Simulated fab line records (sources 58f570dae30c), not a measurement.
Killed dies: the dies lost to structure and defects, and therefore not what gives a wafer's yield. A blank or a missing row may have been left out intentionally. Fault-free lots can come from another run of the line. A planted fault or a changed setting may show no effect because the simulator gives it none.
Which tool is to blame? / flow berkeleyCmos170 / 39 wafers from 13 lots sampled at 3 of the route's 331 steps

## WHAT EACH GAUGE READ, for each wafer
UCB170_M1_CD_MEAS_09: target cd 700 nm.
lot=L456; measured=day 7 08:04; on=cdSem-01; cdNm (nm)=698.3 697.2 697.9
lot=L458; measured=day 7 09:17; on=cdSem-01; cdNm (nm)=699.3 698.4 699.2
lot=L459; measured=day 7 13:10; on=cdSem-01; cdNm (nm)=699.9 701.2 701.7
lot=L460; measured=day 7 22:32; on=cdSem-02; cdNm (nm)=615.2 615.5 615.4
lot=L462; measured=day 8 08:41; on=cdSem-01; cdNm (nm)=698.1 697.0 695.4
lot=L466; measured=day 9 07:40; on=cdSem-02; cdNm (nm)=700.2 699.3 700.2
lot=L468; measured=day 9 08:51; on=cdSem-02; cdNm (nm)=699.2 699.5 699.2
lot=L472; measured=day 10 03:53; on=cdSem-01; cdNm (nm)=699.2 699.8 699.7
lot=L473; measured=day 10 17:34; on=cdSem-01; cdNm (nm)=701.9 700.4 700.5
lot=L471; measured=day 10 23:09; on=cdSem-02; cdNm (nm)=698.5 699.0 699.5
lot=L476; measured=day 11 01:07; on=cdSem-02; cdNm (nm)=702.7 702.9 703.0
lot=L477; measured=day 11 03:26; on=cdSem-01; cdNm (nm)=697.6 698.1 697.0
lot=L478; measured=day 11 03:40; on=cdSem-01; cdNm (nm)=699.3 697.9 698.9

UCB170_M1_CD_MEAS_90: target cd 700 nm.
lot=L456; measured=day 7 08:30; on=cdSem-01; cdNm (nm)=693 695 695
lot=L458; measured=day 7 09:43; on=cdSem-01; cdNm (nm)=692 692 699
lot=L459; measured=day 7 13:36; on=cdSem-02; cdNm (nm)=697 698 698
lot=L460; measured=day 7 22:58; on=cdSem-02; cdNm (nm)=614 611 614
lot=L462; measured=day 8 09:07; on=cdSem-01; cdNm (nm)=692 694 692
lot=L466; measured=day 9 08:06; on=cdSem-02; cdNm (nm)=698 697 699
lot=L468; measured=day 9 09:17; on=cdSem-01; cdNm (nm)=696 701 697
lot=L472; measured=day 10 04:26; on=cdSem-02; cdNm (nm)=699 698 699
lot=L473; measured=day 10 18:00; on=cdSem-02; cdNm (nm)=697 700 694
lot=L471; measured=day 10 23:35; on=cdSem-01; cdNm (nm)=695 700 695
lot=L476; measured=day 11 01:40; on=cdSem-02; cdNm (nm)=702 699 700
lot=L477; measured=day 11 04:00; on=cdSem-02; cdNm (nm)=697 699 697
lot=L478; measured=day 11 04:10; on=cdSem-01; cdNm (nm)=695 694 697

## EACH LOT AND THE TOOL THAT RAN IT (in order: tool; ch and the chambers of the sampled wafers; start)
lot=L456; UCB170_M1_EXPOSE_06=krfScanner-01 ch 0, day 7 07:41
lot=L458; UCB170_M1_EXPOSE_06=krfScanner-02 ch 0, day 7 08:54
lot=L459; UCB170_M1_EXPOSE_06=krfScanner-02 ch 0, day 7 12:37
lot=L460; UCB170_M1_EXPOSE_06=krfScanner-01 ch 0, day 7 21:43
lot=L462; UCB170_M1_EXPOSE_06=krfScanner-01 ch 0, day 8 07:52
lot=L466; UCB170_M1_EXPOSE_06=krfScanner-02 ch 0, day 9 07:05
lot=L468; UCB170_M1_EXPOSE_06=krfScanner-01 ch 0, day 9 08:25
lot=L472; UCB170_M1_EXPOSE_06=krfScanner-02 ch 0, day 10 02:42
lot=L473; UCB170_M1_EXPOSE_06=krfScanner-02 ch 0, day 10 17:11
lot=L471; UCB170_M1_EXPOSE_06=krfScanner-02 ch 0, day 10 22:43
lot=L476; UCB170_M1_EXPOSE_06=krfScanner-01 ch 0, day 11 00:31
lot=L477; UCB170_M1_EXPOSE_06=krfScanner-01 ch 0, day 11 02:41
lot=L478; UCB170_M1_EXPOSE_06=krfScanner-01 ch 0, day 11 03:05
- UCB170_M1_EXPOSE_06: exposes mask METAL1, target cd 700 nm.

## WHAT THE TOOLS THEMSELVES READ (means of the sampled wafers that have a number; where no wafer has one, the mark that the record gives instead)
The record holds no such reading with a usual standard deviation.

## THE ANSWER, worked out from the rows above alone
Rule: the usual values come from the lots themselves. The widest of any qualifying gaps counts: lots, ordered by their means at a reading, are off when they make up no more than a third of the lots, leave a main group of 4 or more, and stand apart from it by 3 or more times the standard deviation of that group's means. Not used: any main group whose means are identical at the precision the tables above print for the reading. A lot without any number at a reading at which 4 lots or more have one is off too. The other lots that the step has rows for count as sound. The gauges are gone through in route order, then the tools' own readings, and for those a lot's mean is taken as printed above. At the first step where some lot is off, the reading lying furthest off is the one used; lots without a number count as furthest.
Off, at UCB170_M1_CD_MEAS_09 on cdNm: L460. Mean 699.4 nm and standard deviation 1.6 in the main group.
If a tool, at a process step before that reading, ran all the lots that are off and no sound lot after the first of them, it fits. Gauges at UCB170_M1_CD_MEAS_09: tried the same way as those tools. Not one of the candidates tried fits.

## WHAT THE SIMULATOR HAD INSERTED
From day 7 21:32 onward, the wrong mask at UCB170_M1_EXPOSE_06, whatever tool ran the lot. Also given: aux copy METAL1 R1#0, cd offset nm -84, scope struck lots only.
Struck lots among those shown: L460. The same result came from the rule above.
